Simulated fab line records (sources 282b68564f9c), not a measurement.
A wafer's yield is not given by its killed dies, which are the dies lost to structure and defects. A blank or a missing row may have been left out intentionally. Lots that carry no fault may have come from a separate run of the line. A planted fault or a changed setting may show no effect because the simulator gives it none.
Struck lot and sound lot, side by side + flow rit-cmos + 34 out of 202 route steps
Sound: these wafers, L148.1, L148.3, L148.5. The struck wafers were L156.1, L156.2, L156.6. Last of all comes the cause.
Order at every step that has rows: each side's tool, ch and its chambers, its first start. Under that, the readings that differ: sound wafers + struck wafers + difference of the means + sigmas: that difference in standard deviations of wafers without a fault.
alike: readings whose means differ by less than 2 such deviations, and words and numbers that are the same on both sides. not compared: withheld readings, readings that some wafer has no value for, bounds like >300 that may hide the same value, and numbers for which the record gives no deviation and whose values overlap.
A row with sigmas, a row that says differs or no value, or rows on one side alone: a step with any of these is where the two part. When numbers do not overlap yet have no deviation, they are printed without sigmas and do not part them. Lack of a reading on every wafer of one side parts them only where that side has two or more wafers.

first, 2 steps without rows for these wafers: RIT_SPACER_CLEAN_02 (cleans in SC2, time 600 s); RIT_SPACER_CVD_03 (deposits Si3N4 from SiH2Cl2/NH3, target thk 250 nm, time 3300 s).
RIT_SPACER_THK_MEAS_04:
  sound on film-metro-03 at day 4 23:53; struck on film-metro-02 at day 6 13:48
  alike: SPACER_NITRIDE_THK
RIT_SPACER_ETCHBACK_05: etches Si3N4 in SF6/CHF3, stops on SiO2, target depth 250 nm, time 240 s.
  sound on rie-diel-02 ch 0,1,2, day 4 23:56; struck on rie-diel-02 ch 0,1,3, day 6 13:52
  alike: drypump-motor-current-A, oes-product-au, rf-fwd-power-W, throttle-valve-pct
  not compared: rf-hours-counter-h
then, 6 steps without rows for these wafers: RIT_NSD_HMDS_00 (prime time 60 s); RIT_NSD_COAT_01 (resist thk 1000 nm); RIT_NSD_SOFTBAKE_02 (time 60 s); RIT_NSD_EXPOSE_03 (exposes mask M9, target cd 40700 nm); RIT_NSD_PEB_04; RIT_NSD_DEVELOP_05 (develop time 50 s).
RIT_NSD_OVL_MEAS_06:
  sound on overlay-01 at day 5 01:15; struck on overlay-01 at day 6 14:59
  alike: NSD_OVL
then, 1 step without rows for these wafers: RIT_NSD_HARDBAKE_07 (time 60 s).
RIT_NSD_IMPLANT_08:
  sound on implanter-03 ch 0, day 5 01:27; struck on implanter-03 ch 0, day 6 15:11
| reading       | sound                           | struck                      | difference | sigmas |
|---------------|---------------------------------|-----------------------------|------------|--------|
| dose-ions-cm2 | 1.0013e+15 9.997e+14 1.0006e+15 | 9.704e+14 9.698e+14 9.7e+14 | -3.047e+13 | -28    |
  alike: end-station-pressure-torr, faraday-current-uA
RIT_NSD_STRIP_09: strips in O2, time 180 s.
  sound on plasma-asher-04 ch 0,1, day 5 01:36; struck on plasma-asher-02 ch 0,1, day 6 15:20
  alike: drypump-motor-current-A
  not compared: rf-hours-counter-h
RIT_NSD_TW_MEAS_10:
  sound on film-metro-02 at day 5 01:47; struck on film-metro-02 at day 6 15:30
  alike: NSD_TW
then, 6 steps without rows for these wafers: RIT_PSD_HMDS_00 (prime time 60 s); RIT_PSD_COAT_01 (resist thk 1000 nm); RIT_PSD_SOFTBAKE_02 (time 60 s); RIT_PSD_EXPOSE_03 (exposes mask M10, target cd 40900 nm); RIT_PSD_PEB_04; RIT_PSD_DEVELOP_05 (develop time 50 s).
RIT_PSD_OVL_MEAS_06:
  sound on overlay-02 at day 5 03:12; struck on overlay-01 at day 6 16:35
  alike: PSD_OVL
then, 2 steps without rows for these wafers: RIT_PSD_HARDBAKE_07 (time 60 s); RIT_PSD_IMPLANT_08.
RIT_PSD_STRIP_09: strips in O2, time 180 s.
  sound on plasma-asher-03 ch 0,1, day 5 04:06; struck on plasma-asher-03 ch 0,1, day 6 16:56
  alike: drypump-motor-current-A
  not compared: rf-hours-counter-h
RIT_PSD_TW_MEAS_10:
  sound on film-metro-02 at day 5 04:17; struck on film-metro-01 at day 6 17:07
| reading | sound          | struck         | difference | sigmas |
|---------|----------------|----------------|------------|--------|
| PSD_TW  | 3420 3414 3421 | 3449 3464 3456 | +38        | +2     |
then, 3 steps without rows for these wafers: RIT_SDANNEAL_CLEAN_00 (cleans in SC1, time 600 s); RIT_SDANNEAL_CLEAN_01 (cleans in dHF, time 30 s); RIT_SDANNEAL_CLEAN_02 (cleans in SC2, time 600 s).
RIT_SDANNEAL_RTA_03: time 5 s.
  sound on rtp-anneal-02 ch 0, day 5 04:56; struck on rtp-anneal-01 ch 0, day 6 17:33
  alike: wafer_temp_C_max
RIT_SDANNEAL_RS_MEAS_04: the measuring method here is four-point-probe.
  sound on film-metro-01 at day 5 04:59; struck on film-metro-01 at day 6 17:36
| reading         | sound             | struck            | difference | sigmas |
|-----------------|-------------------|-------------------|------------|--------|
| PSD_RS (ohm/sq) | 115.6 115.4 115.6 | 116.4 116.1 116.2 | +0.7       | +2     |
RIT_SDANNEAL_RS_MEAS_05: the measuring method here is four-point-probe.
  sound on film-metro-01 at day 5 05:06; struck on film-metro-01 at day 6 17:43
| reading         | sound             | struck            | difference | sigmas |
|-----------------|-------------------|-------------------|------------|--------|
| NSD_RS (ohm/sq) | 84.08 84.47 84.58 | 86.73 86.81 86.73 | +2.38      | +9     |
RIT_SDANNEAL_RS_MEAS_06: the measuring method here is four-point-probe.
  sound on film-metro-01 at day 5 05:13; struck on film-metro-01 at day 6 17:50
  alike: PLDD_RS
RIT_M1_PROBE_99:
  sound on prober-01 at day 5 16:43; struck on prober-02 at day 7 03:10
| reading                              | sound          | struck            | difference | sigmas |
|--------------------------------------|----------------|-------------------|------------|--------|
| model.etest.contact-nplus.end-ohm-um | 39.54 40.84 42 | 45.24 44.21 43.07 | +3.38      |        |
  alike: killed_at_M0_to_M3, killed-at-contacts, killed-at-front-end, killed-dies, killed-open, killed-short

WHERE THEY PART
Last at RIT_SDANNEAL_RS_MEAS_05 as far as this record goes, first at RIT_NSD_IMPLANT_08. Later steps at which nothing parts them and some readings are alike: RIT_SDANNEAL_RS_MEAS_06, RIT_M1_PROBE_99.

WHY: what the simulator had put in
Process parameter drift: implanter-03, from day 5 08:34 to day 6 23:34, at RIT_NSD_IMPLANT_08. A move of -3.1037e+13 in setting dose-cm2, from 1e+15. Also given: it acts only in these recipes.
